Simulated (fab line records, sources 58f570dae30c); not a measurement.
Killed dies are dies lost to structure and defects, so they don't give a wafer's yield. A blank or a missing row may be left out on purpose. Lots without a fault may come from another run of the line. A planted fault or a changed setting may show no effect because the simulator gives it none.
Split-lot experiment | flow berkeley_cmos170 | 5 lots, 23 wafers read, on a route of 331 steps

THE SPLIT
At UCB170_M1_PEB_07, the setting peb_temp_c was moved away from the recipe's 130 C on 9 of the 23 wafers read, by -2.0% to +2.7%. The other wafers ran this setting at the recipe's value.

FROM THE SPLIT TO THE READING: what the file shows between them, 5 steps
- UCB170_M1_DEVELOP_08: develop time 45 s
- UCB170_M1_CD_MEAS_09: target cd 700 nm
- UCB170_M1_ETCH_11: etches BARC in N2/H2 (also split here: source_w)
- UCB170_M1_METAL_ETCH_12: etches Al in Cl2/BCl3, stops on PSG, target depth 780 nm, time 130 s
- UCB170_M1_STRIP_13: strips in O2

THE READING
cd_nm, in nm, at UCB170_M1_CD_MEAS_90 (target cd 700 nm). Fault-free wafers of this fab line usually give 700.0 nm, standard deviation 1.9 nm.

wafer  | tool, chamber at the split | peb_temp_c as run, C | against the recipe | cd_nm, nm | against lot-mates on the recipe
L074.2 | litho_track-04, 0          | 128.1                | -1.5%              | 714.4     | +13.9
L074.3 | litho_track-04, 0          | 130                  | recipe             | 702.0     | -
L074.4 | litho_track-04, 0          | 130                  | recipe             | 699.0     | -
L074.5 | litho_track-04, 0          | 128.1                | -1.5%              | 717.3     | +16.8
L074.6 | litho_track-04, 0          | 128.1                | -1.5%              | 713.7     | +13.2
L076.1 | litho_track-04, 0          | 127.4                | -2.0%              | 717.1     | +17.5
L076.2 | litho_track-04, 0          | 127.4                | -2.0%              | 717.4     | +17.8
L076.3 | litho_track-04, 0          | 130                  | recipe             | 700.3     | -
L076.4 | litho_track-04, 0          | 127.4                | -2.0%              | 716.8     | +17.2
L076.5 | litho_track-04, 0          | 130                  | recipe             | 698.9     | -
L078.1 | litho_track-04, 0          | 130                  | recipe             | 702.0     | -
L078.3 | litho_track-04, 0          | 130                  | recipe             | 701.5     | -
L078.6 | litho_track-04, 0          | 130                  | recipe             | 701.4     | -
L083.1 | litho_track-04, 0          | 133.5                | +2.7%              | 681.9     | -18.8
L083.2 | litho_track-04, 0          | 130                  | recipe             | 699.8     | -
L083.4 | litho_track-04, 0          | 133.5                | +2.7%              | 684.7     | -15.9
L083.5 | litho_track-04, 0          | 130                  | recipe             | 701.5     | -
L083.6 | litho_track-04, 0          | 133.5                | +2.7%              | 683.4     | -17.2
L085.1 | litho_track-01, 0          | 130                  | recipe             | 699.4     | -
L085.2 | litho_track-01, 0          | 130                  | recipe             | 700.8     | -
L085.4 | litho_track-01, 0          | 130                  | recipe             | 701.8     | -
L085.5 | litho_track-01, 0          | 130                  | recipe             | 702.5     | -
L085.6 | litho_track-01, 0          | 130                  | recipe             | 701.7     | -

THE FIT
A straight line over all 23 wafers: cd_nm changes by -7.45 nm for each +1% of peb_temp_c; r = -0.99; the points scatter about the line by 1.8 nm.
The same after taking each lot's own level away (the mean of its wafers on the recipe; 23 wafers): -7.63 nm for each +1%; r = -0.98; scatter 1.9 nm.
On that fit, the largest move of peb_temp_c shifts the reading by 21 nm.
The lots' own levels span 699.60 to 701.63 nm, that is 1.1 times the standard deviation above.
So the lot-to-lot level changes the slope little: the two slopes agree.
Check: with one of the wafers moved furthest among these (+2.7%) left out of the fit, the line predicts -19.6 nm for it against its lot-mates. It came out at -18.8 nm against them.

OTHER SPLITS ON THESE WAFERS
These wafers also went through other splits before the reading. Each is held against what the fit with the lots' levels taken away leaves over:
other split on the same wafers    | wafers away from the commonest value | r with cd_nm (lot level and that fit taken away)
UCB170_NSD_COAT_01 resist_thk_nm  | 9                                    | -0.08
UCB170_SILICIDE_SPUTTER_01 time_s | 6                                    | +0.14
UCB170_M1_ETCH_11 source_w        | 9                                    | +0.05

THE WHOLE CHAIN: every reading that the file lists as answering this split, in the file's order
step                    | what it does                                                         | reading                                                   | change (the file's fit)              | r (the file's)
UCB170_M1_CD_MEAS_09    | target cd 700 nm                                                     | cd_nm                                                     | -8.41 nm for each +1% of the setting | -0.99
UCB170_M1_ETCH_11       | etches BARC in N2/H2                                                 | M1.cd_nm (the simulator's own value, which no gauge read) | -8.3 nm for each +1% of the setting  | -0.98
UCB170_M1_METAL_ETCH_12 | etches Al in Cl2/BCl3, stops on PSG, target depth 780 nm, time 130 s | M1.cd_nm (the simulator's own value, which no gauge read) | -7.73 nm for each +1% of the setting | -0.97
UCB170_M1_CD_MEAS_90    | target cd 700 nm                                                     | cd_nm                                                     | -7.69 nm for each +1% of the setting | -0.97

THE FILE'S OWN FIT
cd_nm changes by -7.69 nm for each +1% of peb_temp_c, r = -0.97.
